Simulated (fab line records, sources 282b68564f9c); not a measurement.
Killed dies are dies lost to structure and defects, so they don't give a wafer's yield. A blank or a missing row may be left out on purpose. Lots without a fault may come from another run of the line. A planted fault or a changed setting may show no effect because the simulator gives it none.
Problem report in the 8D (eight disciplines) form, filled by code | flow rit_cmos | the parts of the form that need people (team, actions taken, sign-off) are left out

1. THE PROBLEM
oes_product_au at RIT_GATE_ETCH_19 reads a mean of 0.957 a.u. on 6 wafers of 2 lots; wafers without a fault read 0.847 a.u. with a standard deviation of 0.014. That is +7.9 standard deviations from the usual mean.
The step: etches poly-Si in SF6/CHF3/O2, stops on SiO2, time 165 s, target depth 312.5 nm.
First seen on wafer L699.1, day 7 01:58, on rie_si-01. The record holds 42 wafers of 14 lots with a number at this step. Rule for "out", or "out of limits": more than 4 standard deviations from the usual mean. The other wafers with a number count as sound.

2. WHAT IT IS AND WHAT IT IS NOT
question                    | is                     | is not
which readings at this step | oes_product_au         | drypump_motor_current_A, throttle_valve_pct
which lots                  | L699, L701             | L678, L680, L681, L682, L683, L685, L686, L689, L690, L693, L694, L695
which wafers of those lots  | all that have a number | -
read on which tools         | rie_si-01              | rie_si-02
when                        | from day 7 01:58       | up to then (36 sound wafers)

3. SUSPECTS, AND WHAT RULES EACH OUT
Counting: a tool at a process step up to the reading stays a suspect if it ran every lot that is out and no sound lot after the first of them.
- rie_si-01 at RIT_GATE_ETCH_19 (etches poly-Si in SF6/CHF3/O2, stops on SiO2, time 165 s, target depth 312.5 nm): kept. It ran every lot that is out, first L699 (day 7 01:58), and no sound lot after that; its last sound lot up to then is L695 (day 6 08:26). Its own readings are out on those wafers: oes_product_au.
Left after counting: rie_si-01 at RIT_GATE_ETCH_19.

4. THE CAUSE (what the simulator had put in)
Process parameter drift: rie_si-01, from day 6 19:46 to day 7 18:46, at RIT_GATE_ETCH_19. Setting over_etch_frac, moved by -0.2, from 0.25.
Counting left only this tool.

5. THE CHAIN OF EFFECTS, in route order
Each row: a reading whose mean over the struck wafers that have a number lies more than 3 standard deviations from the usual. Only readings for which the record gives a usual standard deviation are gone through. hours: the time from each lot's start at the first step in this table that gives one to its start at this step, as a median over the lots. sigmas: the change in usual standard deviations.
hours | step             | reading        | usual      | on struck wafers | change | sigmas
0     | RIT_GATE_ETCH_19 | oes_product_au | 0.847 a.u. | 0.957            | +0.110 | +7.9
The process steps in it:
- RIT_GATE_ETCH_19: etches poly-Si in SF6/CHF3/O2, stops on SiO2, time 165 s, target depth 312.5 nm.

6. WHAT WOULD HAVE CAUGHT IT SOONER
In this record the first reading out of limits was taken at day 7 01:58, 6 hours after the fault began at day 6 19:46.
